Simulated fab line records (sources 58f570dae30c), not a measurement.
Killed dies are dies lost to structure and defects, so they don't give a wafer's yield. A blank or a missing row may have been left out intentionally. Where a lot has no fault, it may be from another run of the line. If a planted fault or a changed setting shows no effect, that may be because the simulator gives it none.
Check of tool commonality -- flow berkeleyCmos170 -- Sample size 14 lots and 42 wafers

## REASON FOR OPENING
Of 14 lots, 2 have the reading M1_AL_RS flagged at UCB170_M1_RS_MEAS_01. No-fault wafers: 0.0486 ohm/sq, standard deviation 0.00062.
Rule: flag the lot when none of its wafers has a number, or when each of its wafers that has one lies beyond 4 standard deviations from that mean. The other lots count as sound.

lot,measured,on,"M1_AL_RS (ohm/sq), wafer by wafer",flag
L708,day 7 07:39,filmMetro-01,0.0492 0.0494 0.0497,
L706,day 7 08:17,filmMetro-02,0.0487 0.0485 0.0486,
L705,day 7 08:35,filmMetro-01,0.0494 0.0492 0.0490,
L711,day 8 07:46,filmMetro-02,0.0486 0.0495 0.0490,
L710,day 8 08:13,filmMetro-01,0.0480 0.0486 0.0477,
L712,day 8 12:19,filmMetro-02,0.0492 0.0488 0.0495,
L713,day 8 12:37,filmMetro-04,0.0484 0.0500 0.0489,
L714,day 9 01:53,filmMetro-01,0.0487 0.0485 0.0501,
L719,day 10 03:43,filmMetro-04,0.0486 0.0486 0.0486,
L720,day 10 05:22,filmMetro-04,0.0486 0.0484 0.0488,
L717,day 10 05:48,filmMetro-01,0.0388 0.0391 0.0391,FLAGGED
L722,day 10 16:05,filmMetro-04,0.0389 0.0392 0.0394,FLAGGED
L726,day 11 06:30,filmMetro-01,0.0494 0.0487 0.0482,
L728,day 11 20:17,filmMetro-01,0.0481 0.0481 0.0482,
On average the flagged lots' numbers are 0.0391 ohm/sq, which is -0.0095 ohm/sq against the usual, or -15 standard deviations.

## EACH LOT AND THE TOOL IT RAN ON
2 process steps preceding the reading are held in the record, out of 331 steps in the route. Each cell gives the tool, then ch followed by the chambers the sampled wafers passed through, then the start.
lot,flag,UCB170_SDANNEAL_RTA_01,UCB170_M1_SPUTTER_00
L708,,"rtpAnneal-02 ch 0, day 7 01:26","pvdSputter-01, day 7 07:34"
L706,,"rtpAnneal-01 ch 0, day 7 01:35","pvdSputter-04, day 7 08:14"
L705,,"rtpAnneal-02 ch 0, day 7 01:44","pvdSputter-01, day 7 08:32"
L711,,"rtpAnneal-01 ch 0, day 8 02:03","pvdSputter-01, day 8 07:40"
L710,,"rtpAnneal-02 ch 0, day 8 01:50","pvdSputter-03, day 8 08:09"
L712,,"rtpAnneal-02 ch 0, day 8 05:44","pvdSputter-01, day 8 12:15"
L713,,"rtpAnneal-02 ch 0, day 8 06:12","pvdSputter-03, day 8 12:32"
L714,,"rtpAnneal-01 ch 0, day 8 18:52","pvdSputter-03, day 9 01:49"
L719,,"rtpAnneal-01 ch 0, day 9 22:19","pvdSputter-01, day 10 03:39"
L720,,"rtpAnneal-02 ch 0, day 9 22:42","pvdSputter-03, day 10 05:19"
L717,FLAGGED,"rtpAnneal-02 ch 0, day 9 23:19","pvdSputter-01, day 10 05:43"
L722,FLAGGED,"rtpAnneal-01 ch 0, day 10 10:31","pvdSputter-01, day 10 16:02"
L726,,"rtpAnneal-02 ch 0, day 11 00:35","pvdSputter-03, day 11 06:23"
L728,,"rtpAnneal-01 ch 0, day 11 14:35","pvdSputter-03, day 11 20:14"
What the steps here do:
- UCB170_SDANNEAL_RTA_01: time 5 s.
- UCB170_M1_SPUTTER_00: material Al, target thk 600 nm, time 80 s.
- UCB170_M1_RS_MEAS_01: measures by four-point-probe.

## FLAGGED AGAINST TOTAL, ONE TOOL AT A TIME (gauges that did the reading follow at the end)
step,tool,lots run,flagged,share of the flagged lots,sound lots run after its first flagged lot
UCB170_SDANNEAL_RTA_01,rtpAnneal-01,6,1,some,1 (L728)
UCB170_SDANNEAL_RTA_01,rtpAnneal-02,8,1,some,1 (L726)
UCB170_M1_SPUTTER_00,pvdSputter-01,7,2,all,0
UCB170_M1_SPUTTER_00,pvdSputter-03,6,0,none,-
UCB170_M1_SPUTTER_00,pvdSputter-04,1,0,none,-
UCB170_M1_RS_MEAS_01,filmMetro-01,7,1,some,"2 (L726,L728)"
UCB170_M1_RS_MEAS_01,filmMetro-02,3,0,none,-
UCB170_M1_RS_MEAS_01,filmMetro-04,4,1,some,0

## WHAT THE TABLE PERMITS
Rows of the table that ran each flagged lot: 1, that is pvdSputter-01 at UCB170_M1_SPUTTER_00.
- pvdSputter-01 at UCB170_M1_SPUTTER_00: 2 of its 7 lots flagged. It ran its last sound lot, L719, at day 10 03:39 and its first flagged lot, L717, at day 10 05:43: a fault with its onset between the two fits.
pvdSputter-01 at UCB170_M1_SPUTTER_00 is the single tool remaining.

## WHAT THE SIMULATOR HAD INSERTED
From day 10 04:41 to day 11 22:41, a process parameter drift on pvdSputter-01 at UCB170_M1_SPUTTER_00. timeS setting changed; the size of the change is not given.
Shown lots that were struck: L717, L722. The rule above found the same.
